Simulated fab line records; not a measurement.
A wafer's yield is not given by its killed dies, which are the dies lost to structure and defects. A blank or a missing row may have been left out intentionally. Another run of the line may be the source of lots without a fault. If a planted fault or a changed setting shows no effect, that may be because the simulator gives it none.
Tool commonality check | flow berkeley_cmos170 | 14 lots, 42 wafers sampled

== THE REASON FOR OPENING IT ==
Of 14 lots, 2 have the reading CONTACT_PSG_THK flagged at UCB170_CONTACT_THK_MEAS_02. No-fault wafers: 697 nm, standard deviation 6.5.
Rule: a lot is flagged when every wafer of it that has a number lies more than 4 standard deviations from that mean, or none has a number. As for the other lots, they are considered sound.

lot  | measured     | on            | CONTACT_PSG_THK (nm), wafer by wafer | flag
L206 | day 7 13:00  | film_metro-02 | 693 693 694                          |
L207 | day 7 17:11  | film_metro-03 | 751 745 751                          | FLAGGED
L209 | day 8 00:20  | film_metro-01 | 743 739 743                          | FLAGGED
L217 | day 9 17:20  | film_metro-03 | 690 695 698                          |
L218 | day 9 17:20  | film_metro-01 | 703 702 697                          |
L216 | day 9 17:25  | film_metro-03 | 699 696 697                          |
L221 | day 10 15:10 | film_metro-01 | 710 697 708                          |
L220 | day 10 15:10 | film_metro-03 | 694 692 692                          |
L222 | day 10 15:25 | film_metro-03 | 689 686 681                          |
L223 | day 10 18:05 | film_metro-03 | 699 699 698                          |
L224 | day 10 18:05 | film_metro-02 | 696 699 694                          |
L226 | day 11 09:52 | film_metro-02 | 693 696 695                          |
L225 | day 11 09:53 | film_metro-01 | 693 694 694                          |
L227 | day 11 14:00 | film_metro-01 | 700 705 701                          |
On average the flagged lots' numbers are 745 nm, which is +48 nm against the usual, or +7 standard deviations.

== EACH LOT AND THE TOOL IT RAN ON ==
The record holds 1 process step before the reading, out of a route of 331 steps. In each cell: the tool, then ch and the chambers that the sampled wafers went through, then the start.
lot  | flag    | UCB170_CONTACT_CVD_01
L206 |         | lpcvd-02 ch 0, day 7 11:13
L207 | FLAGGED | lpcvd-02 ch 0, day 7 15:23
L209 | FLAGGED | lpcvd-02 ch 0, day 7 22:32
L217 |         | lpcvd-01 ch 1, day 9 15:33
L218 |         | lpcvd-01 ch 1, day 9 15:33
L216 |         | lpcvd-01 ch 0, day 9 15:33
L221 |         | lpcvd-02 ch 1, day 10 13:23
L220 |         | lpcvd-02 ch 0, day 10 13:23
L222 |         | lpcvd-01 ch 1, day 10 13:37
L223 |         | lpcvd-01 ch 1, day 10 15:23
L224 |         | lpcvd-01 ch 0, day 10 15:23
L226 |         | lpcvd-01 ch 0, day 11 08:05
L225 |         | lpcvd-01 ch 1, day 11 08:05
L227 |         | lpcvd-02 ch 0, day 11 12:12
These steps, and what they do:
- UCB170_CONTACT_CVD_01: deposits PSG from SiH4/O2/PH3, target thk 700 nm, time 2820 s.
- UCB170_CONTACT_THK_MEAS_02

== FLAGGED AGAINST TOTAL, ONE TOOL AT A TIME (gauges that did the reading follow at the end) ==
step                       | tool          | lots run | flagged | share of the flagged lots | sound lots run after its first flagged lot
UCB170_CONTACT_CVD_01      | lpcvd-01      | 8        | 0       | none                      | -
UCB170_CONTACT_CVD_01      | lpcvd-02      | 6        | 2       | all                       | 3 (L220,L221,L227)
UCB170_CONTACT_THK_MEAS_02 | film_metro-01 | 5        | 1       | some                      | 4 (L218,L221,L225,L227)
UCB170_CONTACT_THK_MEAS_02 | film_metro-02 | 3        | 0       | none                      | -
UCB170_CONTACT_THK_MEAS_02 | film_metro-03 | 6        | 1       | some                      | 5 (L217,L216,L220,L222,L223)

== WHAT IS ALLOWED BY THE TABLE ==
All flagged lots share 1 row of the table, namely lpcvd-02 at UCB170_CONTACT_CVD_01.
- lpcvd-02 at UCB170_CONTACT_CVD_01 ran 6 lots, 2 of them flagged. Lots that were sound ran on it after the first flagged one (L220, L221, L227); a persistent fault on the entire tool would not allow that.
Every row of the table either missed a flagged lot or ran a sound lot after the first.

== WHAT HAD BEEN PUT IN BY THE SIMULATOR ==
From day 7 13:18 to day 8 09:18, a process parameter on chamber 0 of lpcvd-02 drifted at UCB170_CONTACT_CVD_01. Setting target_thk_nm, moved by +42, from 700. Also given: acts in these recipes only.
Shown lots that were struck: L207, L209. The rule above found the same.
